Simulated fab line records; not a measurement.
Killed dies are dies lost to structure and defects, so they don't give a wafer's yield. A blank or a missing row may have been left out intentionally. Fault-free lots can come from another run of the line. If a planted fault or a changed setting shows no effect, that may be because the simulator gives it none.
What tool caused it?	flow ritCmos	14 lots, 42 wafers sampled, at 4 steps of a route of 202

== WHAT THE GAUGES SHOWED, per wafer ==
RIT_ACTIVE_CD_MEAS_90: target cd 1400 nm.
lot	measured	on	cdNm (nm)
L131	day 1 15:11	cdSem-01	1398.8 1397.9 1400.0
L132	day 1 20:08	cdSem-02	1400.6 1401.9 1399.1
L133	day 2 01:04	cdSem-02	1404.8 1405.5 1404.9
L134	day 2 06:10	cdSem-01	1399.2 1398.8 1399.7
L135	day 2 11:08	cdSem-02	1403.6 1400.2 1401.9
L136	day 2 16:01	cdSem-02	1399.0 1401.9 1401.6
L140	day 3 12:13	cdSem-01	1402.3 1400.2 1400.8
L143	day 4 03:10	cdSem-02	1396.3 1397.5 1397.0
L146	day 4 18:01	cdSem-02	1395.2 1397.0 1396.7
L147	day 4 23:02	cdSem-01	1398.7 1402.8 1398.5
L149	day 5 09:01	cdSem-02	1396.6 1399.5 1397.7
L150	day 5 14:08	cdSem-01	1396.4 1399.1 1398.7
L151	day 5 19:01	cdSem-02	1399.8 1398.3 1399.6
L153	day 6 05:05	cdSem-02	1401.8 1400.0 1400.6

RIT_PWELL_TW_MEAS_10.
lot	measured	on	PWELL_TW
L131	day 1 22:59	filmMetro-01	968 961 961
L132	day 2 03:28	filmMetro-04	971 966 965
L133	day 2 08:46	filmMetro-01	959 963 954
L134	day 2 14:49	filmMetro-04	962 965 959
L135	day 2 19:25	filmMetro-04	965 966 964
L136	day 3 01:17	filmMetro-04	963 963 958
L140	day 3 19:38	filmMetro-04	1146 1145 1156
L143	day 4 10:41	filmMetro-01	1151 1150 1153
L146	day 5 03:46	filmMetro-04	950 947 951
L147	day 5 07:28	filmMetro-02	945 944 946
L149	day 5 16:23	filmMetro-01	960 961 961
L150	day 5 21:43	filmMetro-04	952 954 955
L151	day 6 03:21	filmMetro-01	963 961 966
L153	day 6 12:34	filmMetro-04	952 951 952

RIT_WELLDRIVE_RS_MEAS_02: measurement is done with a four-point probe.
lot	measured	on	PWELL_RS (ohm/sq)
L131	day 2 04:44	filmMetro-04	427.6 427.7 428.5
L132	day 2 08:44	filmMetro-04	429.3 428.2 428.3
L133	day 2 14:03	filmMetro-04	429.4 429.2 428.9
L134	day 2 20:55	filmMetro-04	429.6 429.8 428.7
L135	day 3 01:59	filmMetro-04	430.8 430.8 431.5
L136	day 3 06:34	filmMetro-02	429.3 427.9 429.4
L140	day 4 00:55	filmMetro-04	304.6 304.5 304.9
L143	day 4 16:01	filmMetro-02	305.1 304.2 304.5
L146	day 5 09:02	filmMetro-01	430.2 430.7 430.7
L147	day 5 14:08	filmMetro-04	428.0 428.3 426.3
L149	day 5 21:39	filmMetro-02	429.2 428.9 430.3
L150	day 6 02:59	filmMetro-02	431.2 431.3 431.2
L151	day 6 08:37	filmMetro-01	430.6 431.4 428.9
L153	day 6 17:52	filmMetro-01	430.1 430.9 430.5

== EACH LOT AND THE TOOL THAT RAN IT (in order: tool; ch and the chambers of the sampled wafers; start) ==
lot	RIT_PWELL_IMPLANT_08
L131	implanter-01 ch 0, day 1 22:42
L132	implanter-01 ch 0, day 2 03:09
L133	implanter-04 ch 0, day 2 08:28
L134	implanter-03 ch 0, day 2 14:30
L135	implanter-04 ch 0, day 2 19:06
L136	implanter-03 ch 0, day 3 00:58
L140	implanter-03 ch 0, day 3 19:20
L143	implanter-03 ch 0, day 4 10:22
L146	implanter-01 ch 0, day 5 03:27
L147	implanter-01 ch 0, day 5 07:09
L149	implanter-01 ch 0, day 5 16:04
L150	implanter-04 ch 0, day 5 21:24
L151	implanter-04 ch 0, day 6 03:01
L153	implanter-04 ch 0, day 6 12:17
- RIT_PWELL_IMPLANT_08

== AS READ BY THE TOOLS THEMSELVES (means over the sampled wafers that have a number; for cases with no such wafer, the mark the record gives instead) ==
RIT_PWELL_IMPLANT_08.
lot	tool	doseIonsCm2	faradayCurrentUA	tiltDeg (degrees)
L131	implanter-01	7.003e+13	221	7.000
L132	implanter-01	6.992e+13	224	6.990
L133	implanter-04	6.997e+13	222	6.992
L134	implanter-03	7.001e+13	224	6.983
L135	implanter-04	7.000e+13	221	7.006
L136	implanter-03	7.002e+13	222	6.987
L140	implanter-03	1.224e+14	395	7.016
L143	implanter-03	1.225e+14	392	6.994
L146	implanter-01	6.997e+13	218	7.028
L147	implanter-01	6.994e+13	223	6.990
L149	implanter-01	6.993e+13	220	6.986
L150	implanter-04	7.001e+13	223	7.006
L151	implanter-04	6.996e+13	214	6.994
L153	implanter-04	6.999e+13	223	7.021

== THE ANSWER, worked out from the rows above alone ==
Rule: what is usual is taken from the lots themselves. The widest of any qualifying gaps counts: lots, ordered by their means at a reading, are off when they make up no more than a third of the lots, leave a main group of 4 or more, and stand apart from it by 3 or more times the standard deviation of that group's means. A main group whose means are all the same, to the digits that the tables above print for the reading, isn't used. Also off: a lot with no number at a reading for which 4 or more lots have one. The other lots that the step has rows for count as sound. Order of review: gauges by route order, followed by the tools' own readings, for which a lot's mean as printed above is used. At the first step where some lot is off, the reading lying furthest off is the one used; lots without a number count as furthest.
Off: L140, L143, at RIT_PWELL_TW_MEAS_10 (PWELL_TW). The main group: mean 958, standard deviation 6.6.
A tool fits if, at a process step before that reading, it ran every lot that is off, and no sound lot after the first of them. Not tried: the gauges at RIT_PWELL_TW_MEAS_10; whatever is off there is also off at RIT_PWELL_IMPLANT_08, on other tools, and gauge error can't account for it. One fits: implanter-03 at RIT_PWELL_IMPLANT_08. Its last sound lot is L136 (day 3 00:58), its first lot that is off L140 (day 3 19:20): a fault that began between those two fits.
The tool's own readings at RIT_PWELL_IMPLANT_08 bear it out: on the lots that are off they differ by more than 5 times the standard deviation of the sound lots' means. doseIonsCm2 reads 1.224e+14 there against 6.998e+13 on the sound lots; faradayCurrentUA reads 394 there against 221 on the sound lots.

== WHAT THE SIMULATOR PUT IN ==
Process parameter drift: implanter-03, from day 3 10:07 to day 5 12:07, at RIT_PWELL_IMPLANT_08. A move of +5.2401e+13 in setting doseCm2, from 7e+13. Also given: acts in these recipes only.
Struck lots among those shown: L140, L143. The rule given above showed the same thing.
